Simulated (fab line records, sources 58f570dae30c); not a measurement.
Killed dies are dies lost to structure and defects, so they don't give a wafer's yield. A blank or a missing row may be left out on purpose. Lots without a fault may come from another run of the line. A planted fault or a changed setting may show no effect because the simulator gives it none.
Tool commonality check | flow berkeley_cmos170 | 15 lots, 45 wafers sampled

WHY IT WAS OPENED
At UCB170_SDANNEAL_RS_MEAS_02 the reading PSD_RS is flagged on 3 of 15 lots. Wafers without a fault read 75.6 ohm/sq, standard deviation 0.31.
Rule: a lot is flagged when every wafer of it that has a number lies more than 4 standard deviations from that mean, or none has a number. The other lots count as sound.

lot  | measured     | on            | PSD_RS (ohm/sq), wafer by wafer | flag
L748 | day 8 07:00  | film_metro-01 | 75.3 75.2 75.4                  |
L746 | day 8 07:26  | film_metro-04 | 76.0 75.8 76.0                  |
L747 | day 8 07:36  | film_metro-02 | 75.5 75.5 76.0                  |
L749 | day 8 07:47  | film_metro-01 | 75.2 75.6 75.6                  |
L751 | day 9 07:35  | film_metro-01 | 75.3 75.5 75.0                  |
L752 | day 9 07:57  | film_metro-04 | 75.6 75.6 75.5                  |
L750 | day 9 08:09  | film_metro-01 | 75.4 75.5 75.2                  |
L756 | day 9 23:22  | film_metro-02 | 75.7 75.9 76.1                  |
L754 | day 9 23:29  | film_metro-01 | 76.0 75.8 75.9                  |
L759 | day 10 16:58 | film_metro-04 | 75.7 75.8 75.6                  |
L755 | day 10 17:06 | film_metro-02 | 75.9 75.5 76.0                  |
L758 | day 10 17:25 | film_metro-01 | 56.7 56.8 56.9                  | FLAGGED
L757 | day 10 17:37 | film_metro-02 | 76.0 75.7 75.6                  |
L761 | day 11 05:58 | film_metro-01 | 56.5 56.3 56.4                  | FLAGGED
L760 | day 11 08:19 | film_metro-02 | 57.0 57.0 57.1                  | FLAGGED
The numbers of the flagged lots are 56.7 ohm/sq on average: -18.9 ohm/sq against the usual, or -61 standard deviations.

WHICH TOOL RAN EACH LOT
The record holds 1 process step before the reading, out of a route of 331 steps. In each cell: the tool, then ch and the chambers that the sampled wafers went through, then the start.
lot  | flag    | UCB170_SDANNEAL_RTA_01
L748 |         | rtp_anneal-02 ch 0, day 8 06:55
L746 |         | rtp_anneal-01 ch 0, day 8 07:22
L747 |         | rtp_anneal-02 ch 0, day 8 07:32
L749 |         | rtp_anneal-01 ch 0, day 8 07:43
L751 |         | rtp_anneal-02 ch 0, day 9 07:31
L752 |         | rtp_anneal-01 ch 0, day 9 07:53
L750 |         | rtp_anneal-02 ch 0, day 9 08:05
L756 |         | rtp_anneal-02 ch 0, day 9 23:17
L754 |         | rtp_anneal-02 ch 0, day 9 23:25
L759 |         | rtp_anneal-02 ch 0, day 10 16:54
L755 |         | rtp_anneal-01 ch 0, day 10 17:02
L758 | FLAGGED | rtp_anneal-02 ch 0, day 10 17:21
L757 |         | rtp_anneal-01 ch 0, day 10 17:29
L761 | FLAGGED | rtp_anneal-02 ch 0, day 11 05:53
L760 | FLAGGED | rtp_anneal-02 ch 0, day 11 08:15
What these steps do:
- UCB170_SDANNEAL_RTA_01: time 5 s.
- UCB170_SDANNEAL_RS_MEAS_02: measures by four-point-probe.

FLAGGED OVER TOTAL, TOOL BY TOOL (the gauges that took the reading come last)
step                       | tool          | lots run | flagged | share of the flagged lots | sound lots run after its first flagged lot
UCB170_SDANNEAL_RTA_01     | rtp_anneal-01 | 5        | 0       | none                      | -
UCB170_SDANNEAL_RTA_01     | rtp_anneal-02 | 10       | 3       | all                       | 0
UCB170_SDANNEAL_RS_MEAS_02 | film_metro-01 | 7        | 2       | some                      | 0
UCB170_SDANNEAL_RS_MEAS_02 | film_metro-02 | 5        | 1       | some                      | 0
UCB170_SDANNEAL_RS_MEAS_02 | film_metro-04 | 3        | 0       | none                      | -

WHAT THE TABLE ALLOWS
1 row of the table ran every flagged lot: rtp_anneal-02 at UCB170_SDANNEAL_RTA_01.
- rtp_anneal-02 at UCB170_SDANNEAL_RTA_01: 3 of its 10 lots flagged. Its last sound lot is L759 (day 10 16:54), its first flagged lot L758 (day 10 17:21): a fault that began between those two fits.
One tool is left: rtp_anneal-02 at UCB170_SDANNEAL_RTA_01.

WHAT THE SIMULATOR HAD PUT IN
Process parameter drift: rtp_anneal-02, from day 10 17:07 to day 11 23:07, at UCB170_SDANNEAL_RTA_01. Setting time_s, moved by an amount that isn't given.
Lots struck among those shown: L758, L761, L760. The rule above found the same.
